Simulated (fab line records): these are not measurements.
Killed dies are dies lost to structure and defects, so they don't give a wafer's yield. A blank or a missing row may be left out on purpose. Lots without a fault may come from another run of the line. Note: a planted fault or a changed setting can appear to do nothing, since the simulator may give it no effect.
The tool behind it: which one?	flow rit cmos	7 lots, 21 wafers sampled, at 2 steps of a route of 202

## WHAT EACH GAUGE READ, for each wafer
RIT_PSD_TW_MEAS_10.
lot	measured	on	PSD_TW
L895	day 3 11:49	film metro-03	3383 3374 3379
L898	day 4 04:02	film metro-01	3339 3331 3340
L901	day 4 17:31	film metro-01	3343 3328 3322
L906	day 5 18:25	film metro-03	2937 2913 2937
L910	day 6 16:14	film metro-01	2893 2898 2903
L912	day 7 01:20	film metro-04	3429 3431 3413
L914	day 7 09:25	film metro-04	3421 3433 3440

## WHICH TOOL RAN EACH LOT (tool, then ch and the chambers of the sampled wafers, then the start)
lot	RIT_PSD_IMPLANT_08
L895	implanter-04 ch 0, day 3 11:29
L898	implanter-02 ch 0, day 4 03:44
L901	implanter-02 ch 0, day 4 17:11
L906	implanter-02 ch 0, day 5 18:06
L910	implanter-02 ch 0, day 6 15:57
L912	implanter-01 ch 0, day 7 01:02
L914	implanter-01 ch 0, day 7 09:07
- RIT_PSD_IMPLANT_08

## THE ANSWER, worked out from the rows above alone
Rule: what is usual is taken from the lots themselves. The widest of any qualifying gaps counts: lots, ordered by their means at a reading, are off when they make up no more than a third of the lots, leave a main group of 4 or more, and stand apart from it by 3 or more times the standard deviation of that group's means. A main group whose means are all the same, to the digits that the tables above print for the reading, isn't used. A lot without any number at a reading at which 4 lots or more have one is off too. All remaining lots with rows at the step are treated as sound.
Off: L906, L910, seen at RIT_PSD_TW_MEAS_10 (PSD_TW). Main group: mean 3380, sd 42.
If a tool, at a process step before that reading, ran all the lots that are off and no sound lot after the first of them, it fits. Gauges at RIT_PSD_TW_MEAS_10: tried the same way as those tools. One candidate fits, namely implanter-02 at RIT_PSD_IMPLANT_08. Its last sound lot is L901 (day 4 17:11), its first lot that is off L906 (day 5 18:06): a fault that began between those two fits.

## WHAT THE SIMULATOR PUT IN
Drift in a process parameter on implanter-02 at RIT_PSD_IMPLANT_08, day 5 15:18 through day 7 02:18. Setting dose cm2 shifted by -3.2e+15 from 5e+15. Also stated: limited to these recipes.
Shown lots that were struck: L906, L910. The rule above found the same.
